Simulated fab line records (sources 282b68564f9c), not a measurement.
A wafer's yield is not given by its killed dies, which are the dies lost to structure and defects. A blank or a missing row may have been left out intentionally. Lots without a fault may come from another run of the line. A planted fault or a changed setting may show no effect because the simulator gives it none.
A lot that was struck, set against a sound lot | flow ritCmos | 17 out of 202 route steps
Sound: the wafers L692.3, L692.4, L692.5. Struck: wafer L699.2. (L699.4, L699.5 of the same lot were not struck and are left out.) The cause comes at the end.
Per side, at each step with rows, come the tool, then ch with its chambers, and then its first start. Under that, the readings that differ: sound wafers | struck wafers | difference of the means | sigmas: that difference in standard deviations of wafers without a fault.
alike: same words and numbers on both sides, and readings whose means sit less than 2 such deviations apart. not compared: any withheld reading, any reading some wafer has no value for, any bound like >300 that may hide the same value, and any number with overlapping values for which the record gives no deviation.
The two part at a step that has a row with sigmas, a row that says differs or no value, or rows on one side only. Numbers that don't overlap but have no deviation are shown without sigmas and don't part them. Lack of a reading on every wafer of one side parts them only where that side has two or more wafers.

first, 1 step without rows for these wafers: RIT_PSD_IMPLANT_08.
RIT_PSD_STRIP_09: strips in O2, time 180 s.
  sound on plasmaAsher-04 ch 0,1, day 5 03:14; struck on plasmaAsher-03 ch 1, day 6 13:50
reading             | sound | struck | difference                   | sigmas
rfHoursCounterH (h) | - - - | 52     | no value on the sound wafers | 
  alike: drypumpMotorCurrentA
RIT_PSD_TW_MEAS_10:
  sound on filmMetro-04 at day 5 03:22; struck on filmMetro-04 at day 6 14:01
  alike: PSD_TW
then, 3 steps without rows for these wafers: RIT_SDANNEAL_CLEAN_00 (cleans in SC1, time 600 s); RIT_SDANNEAL_CLEAN_01 (cleans in dHF, time 30 s); RIT_SDANNEAL_CLEAN_02 (cleans in SC2, time 600 s).
RIT_SDANNEAL_RTA_03: time 5 s.
  sound on rtpAnneal-02 ch 0, day 5 03:48; struck on rtpAnneal-01 ch 0, day 6 14:26
  alike: wafer_temp_C_max
RIT_SDANNEAL_RS_MEAS_04: uses a four-point probe to measure.
  sound on filmMetro-03 at day 5 03:53; struck on filmMetro-03 at day 6 14:31
  alike: PSD_RS
RIT_SDANNEAL_RS_MEAS_05: uses a four-point probe to measure.
  sound on filmMetro-03 at day 5 04:00; struck on filmMetro-03 at day 6 14:38
  alike: NSD_RS
RIT_SDANNEAL_RS_MEAS_06: uses a four-point probe to measure.
  sound on filmMetro-03 at day 5 04:07; struck on filmMetro-03 at day 6 14:45
  alike: PLDD_RS
RIT_SDANNEAL_RS_MEAS_07: uses a four-point probe to measure.
  sound on filmMetro-03 at day 5 04:14; struck on filmMetro-03 at day 6 14:52
  alike: NLDD_RS
then, 1 step without rows for these wafers: RIT_SILICIDE_WET_ETCH_00 (etches SiO2 in BOE, target depth 14 nm, time 15 s).
RIT_SILICIDE_SPUTTER_01: material Ti, target thk 30 nm, time 240 s.
  sound on pvdSputter-04 at day 5 04:20; struck on pvdSputter-02 at day 6 14:59
reading                                    | sound             | struck | difference | sigmas
model.Ti_of_SILICIDE_SPUTTER_01.thkNm (nm) | 29.29 29.22 29.05 | 41.08  | +11.89     | 
  alike: throttleValvePct
RIT_SILICIDE_RS_MEAS_02: uses a four-point probe to measure.
  sound on filmMetro-04 at day 5 04:31; struck on filmMetro-01 at day 6 15:09
reading                 | sound          | struck | difference | sigmas
SILICIDE_TI_RS (ohm/sq) | 53.6 53.7 54.2 | 35.0   | -18.8      | -25
RIT_SILICIDE_THK_MEAS_03: measures by xrf.
  sound on filmMetro-04 at day 5 04:37; struck on filmMetro-01 at day 6 15:16
reading              | sound          | struck | difference | sigmas
SILICIDE_TI_THK (nm) | 28.9 28.6 28.6 | 40.2   | +11.5      | +36
RIT_SILICIDE_RTA_04: time 10 s, ramp up 5 s, ramp down 5 s.
  sound on rtpAnneal-01 ch 0, day 5 04:41; struck on rtpAnneal-02 ch 0, day 6 15:19
  alike: wafer_temp_C_max
RIT_M1_PROBE_99:
  sound on prober-02 at day 5 11:28; struck on prober-01 at day 6 22:15
reading                            | sound             | struck | difference | sigmas
model.etest.nmos_0p15.rOnOhmUm     | 1109 1118 1130    | 1229   | +110       | 
model.etest.npolyLine.lineOhmUm    | 168.1 170.4 166.8 | 156.5  | -11.9      | 
model.etest.contactPplus.endOhmUm  | 40.59 42.31 41.78 | 64.47  | +22.91     | 
model.etest.ppolyLine.lineOhmUm    | 161.1 163.2 159.9 | 152.3  | -9.1       | 
model.etest.contactNplus.endOhmUm  | 40.38 40.72 38.99 | 57.29  | +17.26     | 
model.etest.ppolyLine.widthNm (nm) | 104 102.3 105.3   | 90.96  | -12.91     | 
model.etest.npolyLine.widthNm (nm) | 103.8 101.6 104.9 | 90.49  | -12.94     | 
model.etest.npolyLine.rsOhmSq      | 17.23 17.3 17.39  | 14.16  | -3.15      | 
  alike: killedAtContacts, killedAtFrontEnd, killedDies, killedOpen, killedShort

== WHERE THEY PART ==
First at RIT_PSD_STRIP_09; last, within this record, at RIT_SILICIDE_THK_MEAS_03. Later steps at which nothing parts them and some readings are alike: RIT_SILICIDE_RTA_04, RIT_M1_PROBE_99.

WHY: whatever the simulator had introduced
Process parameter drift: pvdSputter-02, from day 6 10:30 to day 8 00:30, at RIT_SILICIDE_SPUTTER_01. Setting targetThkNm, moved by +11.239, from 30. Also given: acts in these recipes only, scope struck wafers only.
